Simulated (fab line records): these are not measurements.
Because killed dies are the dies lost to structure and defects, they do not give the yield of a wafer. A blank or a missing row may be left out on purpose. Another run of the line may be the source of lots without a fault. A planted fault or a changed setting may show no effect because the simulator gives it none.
One fault seen from 2 desks / flow rit-cmos / what lay behind the numbers comes last; until then each desk has only its own

## METROLOGY DESK
Means of the sampled wafers that have a number, per lot and without regard to the tool the lot ran on: this is what the gauges read. The brackets show how far a lot's mean lies from the usual mean; more than 4 standard deviations puts the lot out of limits, marked OUT.
Columns: A = NWELL_OVL at RIT_NWELL_OVL_MEAS_06, usual -0.1 nm
lot=L901; first seen here=day 1 20:12; A=-0.2
lot=L902; first seen here=day 2 02:28; A=-0.2
lot=L903; first seen here=day 2 06:49; A=0.7
lot=L904; first seen here=day 2 13:16; A=0.9
lot=L906; first seen here=day 2 21:46; A=3.0
lot=L907; first seen here=day 3 02:15; A=-2.0
lot=L911; first seen here=day 3 22:08; A=-1.0
lot=L912; first seen here=day 4 03:19; A=-1.0
lot=L913; first seen here=day 4 09:00; A=-1.2
lot=L914; first seen here=day 4 13:20; A=1.9
lot=L916; first seen here=day 4 23:16; A=-1.2
lot=L918; first seen here=day 5 09:14; A=0.4
lot=L919; first seen here=day 5 15:07; A=-0.5
lot=L924; first seen here=day 6 15:19; A=2.4
This desk's verdict: no lot among the 14 shows anything out of limits.

## FOR THE TOOL OWNER'S DESK: litho-track-03
At RIT_NWELL_SOFTBAKE_02 (time 60 s), the tool's own readings, given per lot that ran on this tool as the mean of the sampled wafers with a number. The brackets show how far a lot's mean lies from the usual mean; more than 4 standard deviations puts the lot out of limits, marked OUT.
Columns: A = chill-plate-temp-C at RIT_NWELL_SOFTBAKE_02, usual 23.01 C; B = heater-power-total-W at RIT_NWELL_SOFTBAKE_02, usual 34.56 W; C = plate-temp-C at RIT_NWELL_SOFTBAKE_02, usual 90.01 C
lot=L903; first seen here=day 2 06:07; A=22.96; B=34.54; C=90.10
lot=L906; first seen here=day 2 21:05; A=23.11; B=34.59; C=89.97
lot=L907; first seen here=day 3 01:40; A=23.05; B=34.51; C=89.91
lot=L911; first seen here=day 3 21:35; A=23.00; B=33.28 (-27) OUT; C=87.42 (-19) OUT
lot=L912; first seen here=day 4 02:38; A=22.99; B=33.31 (-27) OUT; C=87.74 (-16) OUT
This desk's finding: out of limits on L911, L912; first on L911, day 3 21:35 (heater-power-total-W at RIT_NWELL_SOFTBAKE_02). L903, L906, L907 stayed within limits.

## PUT TOGETHER
At day 3 21:35, on L911, L912, the tool owner's desk was in a position to raise an alarm.
From the metrology desk's view, nothing was out of limits.
The metrology desk has L911, L912 on record, within its limits.
RIT_NWELL_SOFTBAKE_02 was run on litho-track-03 by each of the lots named.

## WHAT HAD BEEN PUT IN BY THE SIMULATOR
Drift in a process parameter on litho-track-03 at RIT_NWELL_SOFTBAKE_02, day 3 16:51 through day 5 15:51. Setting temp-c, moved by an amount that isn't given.
Struck lots among those shown: L911, L912.
Delay in hours, fault start to first out-of-limits reading, by desk: the tool owner's desk at 5.
